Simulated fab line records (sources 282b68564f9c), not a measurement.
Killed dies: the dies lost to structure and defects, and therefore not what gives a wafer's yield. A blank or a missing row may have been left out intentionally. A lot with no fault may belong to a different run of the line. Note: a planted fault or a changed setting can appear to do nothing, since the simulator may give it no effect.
Comparing a struck lot with a sound one	flow rit-cmos	21 out of 202 route steps
Sound: wafers L768.1, L768.2, L768.4. The struck wafers were L781.2, L781.4, L781.6. At the end, the cause is stated.
Per side, at each step with rows, come the tool, then ch with its chambers, and then its first start. Under that, the readings that differ: sound wafers	struck wafers	difference of the means	sigmas: that difference in standard deviations of wafers without a fault.
alike: readings whose means differ by less than 2 such deviations, and words and numbers that are the same on both sides. not compared: withheld readings, readings that some wafer has no value for, bounds like >300 that may hide the same value, and numbers for which the record gives no deviation and whose values overlap.
The two part at a step that has a row with sigmas, a row that says differs or no value, or rows on one side only. When numbers do not overlap yet have no deviation, they are printed without sigmas and do not part them. A reading that every wafer of one side lacks parts them only if that side has two wafers or more.

first, 3 steps without rows for these wafers: RIT_PWELL_EXPOSE_03 (exposes mask M3, target cd 43700 nm); RIT_PWELL_PEB_04; RIT_PWELL_DEVELOP_05 (develop time 68 s).
RIT_PWELL_OVL_MEAS_06:
  sound: overlay-02 at day 2 04:29; struck: overlay-01 at day 4 16:06
  alike: PWELL_OVL
then, 2 steps without rows for these wafers: RIT_PWELL_HARDBAKE_07 (time 120 s); RIT_PWELL_IMPLANT_08.
RIT_PWELL_STRIP_09: strips in O2, time 180 s.
  sound on plasma-asher-04 ch 0,1, day 2 04:58; struck on plasma-asher-04 ch 1, day 4 16:32
  alike: chamber-pressure-mTorr, drypump-motor-current-A
  not compared: rf-hours-counter-h
RIT_PWELL_TW_MEAS_10:
  sound: film-metro-02 at day 2 05:08; struck: film-metro-02 at day 4 16:43
  alike: PWELL_TW
then, 1 step without rows for these wafers: RIT_WELLDRIVE_ANNEAL_00 (time 14700 s).
RIT_WELLDRIVE_RS_MEAS_01: uses a four-point probe to measure.
  sound: film-metro-02 at day 2 10:17; struck: film-metro-03 at day 4 21:52
  alike: NWELL_RS
RIT_WELLDRIVE_RS_MEAS_02: uses a four-point probe to measure.
  sound: film-metro-02 at day 2 10:25; struck: film-metro-03 at day 4 21:59
  alike: PWELL_RS
then, 1 step without rows for these wafers: RIT_NRETRO_HMDS_00 (prime time 60 s).
RIT_NRETRO_COAT_01: resist thk 1300 nm.
  sound on litho-track-02 ch 0, day 2 10:41; struck on litho-track-02 ch 0, day 4 22:31
reading	sound	struck	difference	sigmas
model.NOVOLAK_of_NRETRO_COAT_01.thk-nm (nm)	1305 1304 1303	1409 1405 1411	+104	
then, 4 steps without rows for these wafers: RIT_NRETRO_SOFTBAKE_02 (time 60 s); RIT_NRETRO_EXPOSE_03 (exposes mask M4, target cd 43900 nm); RIT_NRETRO_PEB_04; RIT_NRETRO_DEVELOP_05 (develop time 68 s).
RIT_NRETRO_OVL_MEAS_06:
  sound: overlay-02 at day 2 11:25; struck: overlay-02 at day 4 23:29
  alike: NRETRO_OVL
RIT_NRETRO_HARDBAKE_07: time 120 s.
  sound on litho-track-02 ch 0, day 2 11:26; struck on litho-track-01 ch 0, day 4 23:34
reading	sound	struck	difference	sigmas
model.NOVOLAK_of_NRETRO_COAT_01.thk-nm (nm)	1141 1141 1139	1231 1227 1232	+90	
following that, these wafers have no rows for 1 step: RIT_NRETRO_IMPLANT_08.
RIT_M1_PROBE_99:
  sound: prober-01 at day 4 03:15; struck: prober-02 at day 6 03:43
  alike: killed-at-front-end, killed-dies, killed-open, killed-short

## WHERE THEY PART
Nowhere in this record.

WHY: what the simulator had put in
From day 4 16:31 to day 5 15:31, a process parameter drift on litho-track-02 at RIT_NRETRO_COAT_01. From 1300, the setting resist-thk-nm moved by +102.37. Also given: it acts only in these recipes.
